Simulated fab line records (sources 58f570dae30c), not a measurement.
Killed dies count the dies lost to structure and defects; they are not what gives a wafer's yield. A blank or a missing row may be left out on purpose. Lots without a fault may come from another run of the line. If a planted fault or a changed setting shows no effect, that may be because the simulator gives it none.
Tool commonality check    flow berkeleyCmos170    45 wafers sampled across 15 lots

## WHY IT WAS OPENED
3 of 15 lots carry a flag on the reading PLDD_TW at UCB170_PLDD_TW_MEAS_11. No-fault wafers: 1008, standard deviation 6.9.
Rule: a lot is flagged when every wafer of it that has a number lies more than 4 standard deviations from that mean, or none has a number. All remaining lots are regarded as sound.

lot   measured      on            PLDD_TW, wafer by wafer  flag
L294  day 6 15:52   filmMetro-04  1008 1013 1015           
L296  day 7 14:20   filmMetro-01  994 991 998              
L295  day 7 14:34   filmMetro-01  999 996 997              
L299  day 7 22:14   filmMetro-01  994 1000 991             
L301  day 8 09:58   filmMetro-02  1012 1011 1012           
L300  day 8 10:10   filmMetro-04  1010 1014 1018           
L303  day 9 04:23   filmMetro-01  996 1000 998             
L304  day 9 04:40   filmMetro-04  1016 1013 1012           
L306  day 10 02:14  filmMetro-01  1016 1015 1014           
L307  day 10 02:28  filmMetro-02  1008 1011 1015           
L308  day 10 02:44  filmMetro-04  1009 1018 1008           
L311  day 10 16:59  filmMetro-04  965 964 962              FLAGGED
L314  day 11 04:09  filmMetro-04  965 968 961              FLAGGED
L315  day 11 05:25  filmMetro-01  956 956 959              FLAGGED
L316  day 11 22:09  filmMetro-02  1001 1003 1001           
Average over the flagged lots: 962; offset from the usual -46, equal to -7 standard deviations.

## WHICH TOOL RAN EACH LOT
The record holds 2 process steps before the reading, out of a route of 331 steps. In each cell: the tool, then ch and the chambers that the sampled wafers went through, then the start.
lot   flag     UCB170_PFIELD_STRIP_08               UCB170_PLDD_IMPLANT_08
L294           plasmaAsher-01 ch 0,1, day 4 11:44   implanter-01 ch 0, day 6 15:29
L296           plasmaAsher-03 ch 1, day 5 06:46     implanter-01 ch 0, day 7 13:56
L295           plasmaAsher-01 ch 0,1, day 5 07:01   implanter-03 ch 0, day 7 14:11
L299           plasmaAsher-04 ch 0,1, day 5 18:59   implanter-03 ch 0, day 7 21:52
L301           plasmaAsher-03 ch 0,1, day 6 05:28   implanter-01 ch 0, day 8 09:34
L300           plasmaAsher-01 ch 0,1, day 6 02:26   implanter-02 ch 0, day 8 09:46
L303           plasmaAsher-01 ch 0,1, day 6 13:33   implanter-03 ch 0, day 9 03:59
L304           plasmaAsher-01 ch 0,1, day 6 12:45   implanter-01 ch 0, day 9 04:17
L306           plasmaAsher-03 ch 0,1, day 7 10:42   implanter-03 ch 0, day 10 01:52
L307           plasmaAsher-01 ch 0,1, day 7 10:25   implanter-01 ch 0, day 10 02:05
L308           plasmaAsher-04 ch 0,1, day 7 10:08   implanter-02 ch 0, day 10 02:22
L311  FLAGGED  plasmaAsher-04 ch 0,1, day 8 07:42   implanter-03 ch 0, day 10 16:37
L314  FLAGGED  plasmaAsher-04 ch 1, day 9 03:26     implanter-03 ch 0, day 11 03:46
L315  FLAGGED  plasmaAsher-03 ch 0,1, day 9 08:21   implanter-03 ch 0, day 11 05:01
L316           plasmaAsher-03 ch 0,1, day 10 01:45  implanter-02 ch 0, day 11 21:46
What is done by these steps:
- UCB170_PFIELD_STRIP_08: strips in O2.
- UCB170_PLDD_IMPLANT_08
- UCB170_PLDD_TW_MEAS_11

## FLAGGED AGAINST TOTAL, ONE TOOL AT A TIME (gauges that did the reading follow at the end)
step                    tool            lots run  flagged  share of the flagged lots  sound lots run after its first flagged lot
UCB170_PFIELD_STRIP_08  plasmaAsher-01  6         0        none                       -
UCB170_PFIELD_STRIP_08  plasmaAsher-03  5         1        some                       1 (L316)
UCB170_PFIELD_STRIP_08  plasmaAsher-04  4         2        some                       0
UCB170_PLDD_IMPLANT_08  implanter-01    5         0        none                       -
UCB170_PLDD_IMPLANT_08  implanter-02    3         0        none                       -
UCB170_PLDD_IMPLANT_08  implanter-03    7         3        all                        0
UCB170_PLDD_TW_MEAS_11  filmMetro-01    6         1        some                       0
UCB170_PLDD_TW_MEAS_11  filmMetro-02    3         0        none                       -
UCB170_PLDD_TW_MEAS_11  filmMetro-04    6         2        some                       0

## WHAT THE TABLE PERMITS
Rows of the table that ran each flagged lot: 1, that is implanter-03 at UCB170_PLDD_IMPLANT_08.
- implanter-03 at UCB170_PLDD_IMPLANT_08: 3 of its 7 lots flagged. Its last sound lot is L306 (day 10 01:52), its first flagged lot L311 (day 10 16:37): a fault that began between those two fits. Its own readings lie more than 4 standard deviations out on every wafer of the flagged lots: doseIonsCm2, faradayCurrentUA.
Just one tool remains: implanter-03 at UCB170_PLDD_IMPLANT_08.

## WHAT THE SIMULATOR HAD PUT IN
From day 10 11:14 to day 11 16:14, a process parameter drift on implanter-03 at UCB170_PLDD_IMPLANT_08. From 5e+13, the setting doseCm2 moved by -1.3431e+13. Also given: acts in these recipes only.
Lots struck among those shown: L311, L314, L315. The rule above reached the same finding.
